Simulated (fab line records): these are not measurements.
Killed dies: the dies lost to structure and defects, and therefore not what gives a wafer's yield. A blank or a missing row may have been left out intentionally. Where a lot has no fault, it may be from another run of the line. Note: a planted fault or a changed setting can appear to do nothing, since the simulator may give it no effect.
A struck lot beside a sound one ; flow rit cmos ; 16 out of 202 route steps
Sound: wafers L254.3, L254.5, L254.6. Struck: wafers L265.3, L265.4, L265.6. At the end, the cause is stated.
For every step that has rows: the tool of each side, followed by ch and its chambers, followed by its first start. Under that, the readings that differ: sound wafers ; struck wafers ; difference of the means ; sigmas: that difference in standard deviations of wafers without a fault.
alike: same words and numbers on both sides, and readings whose means sit less than 2 such deviations apart. not compared: any withheld reading, any reading some wafer has no value for, any bound like >300 that may hide the same value, and any number with overlapping values for which the record gives no deviation.
The two part at a step that has a row with sigmas, a row that says differs or no value, or rows on one side only. Non-overlapping numbers with no deviation appear without sigmas and do not part them. A reading missing from all wafers of one side parts the sides only when that side holds two or more wafers.

RIT_PWELL_TW_MEAS_10:
  struck on film metro-02, day 5 04:26; sound on film metro-01, day 2 20:26
  alike: PWELL_TW
then, 1 step without rows for these wafers: RIT_WELLDRIVE_ANNEAL_00 (time 14700 s).
RIT_WELLDRIVE_RS_MEAS_01: measures by four-point-probe.
  struck on film metro-02, day 5 10:17; sound on film metro-02, day 3 02:20
reading;sound;struck;difference;sigmas
NWELL_RS (ohm/sq);276.2 276.5 276.9;275.3 274.9 274.3;-1.7;-2
RIT_WELLDRIVE_RS_MEAS_02: measures by four-point-probe.
  struck on film metro-02, day 5 10:24; sound on film metro-02, day 3 02:28
  alike: PWELL_RS
then, 6 steps without rows for these wafers: RIT_NRETRO_HMDS_00 (prime time 60 s); RIT_NRETRO_COAT_01 (resist thk 1300 nm); RIT_NRETRO_SOFTBAKE_02 (time 60 s); RIT_NRETRO_EXPOSE_03 (exposes mask M4, target cd 43900 nm); RIT_NRETRO_PEB_04; RIT_NRETRO_DEVELOP_05 (develop time 68 s).
RIT_NRETRO_OVL_MEAS_06:
  struck on overlay-01, day 5 11:30; sound on overlay-01, day 3 03:34
  alike: NRETRO_OVL
then, 1 step without rows for these wafers: RIT_NRETRO_HARDBAKE_07 (time 120 s).
RIT_NRETRO_IMPLANT_08:
  sound on implanter-02 ch 0, day 3 03:53; struck on implanter-01 ch 0, day 5 11:49
reading;sound;struck;difference;sigmas
dose ions cm2;1.0006e+13 1.0007e+13 9.994e+12;8.811e+12 8.786e+12 8.788e+12;-1.207e+12;-99 or more
faraday current uA;31.1 31.9 32.5;27.4 27.8 28.5;-3.9;-7
RIT_NRETRO_STRIP_09: strips in O2, time 180 s.
  sound on plasma asher-04 ch 0,1, day 3 04:02; struck on plasma asher-01 ch 0,1, day 5 11:59
  alike: drypump motor current A, o2 flow sccm
  not compared: rf hours counter h
RIT_NRETRO_TW_MEAS_10:
  struck on film metro-03, day 5 12:28; sound on film metro-03, day 3 04:11
reading;sound;struck;difference;sigmas
NRETRO_TW;1044 1045 1043;1001 1007 1012;-37;-8
  not compared: hold
RIT_M1_PROBE_99:
  record: rows for the struck wafers here (prober-01, day 7 01:27), none for the sound ones

== WHERE THEY PART ==
First at RIT_WELLDRIVE_RS_MEAS_01; last, within this record, at RIT_M1_PROBE_99.

WHY: what the simulator had put in
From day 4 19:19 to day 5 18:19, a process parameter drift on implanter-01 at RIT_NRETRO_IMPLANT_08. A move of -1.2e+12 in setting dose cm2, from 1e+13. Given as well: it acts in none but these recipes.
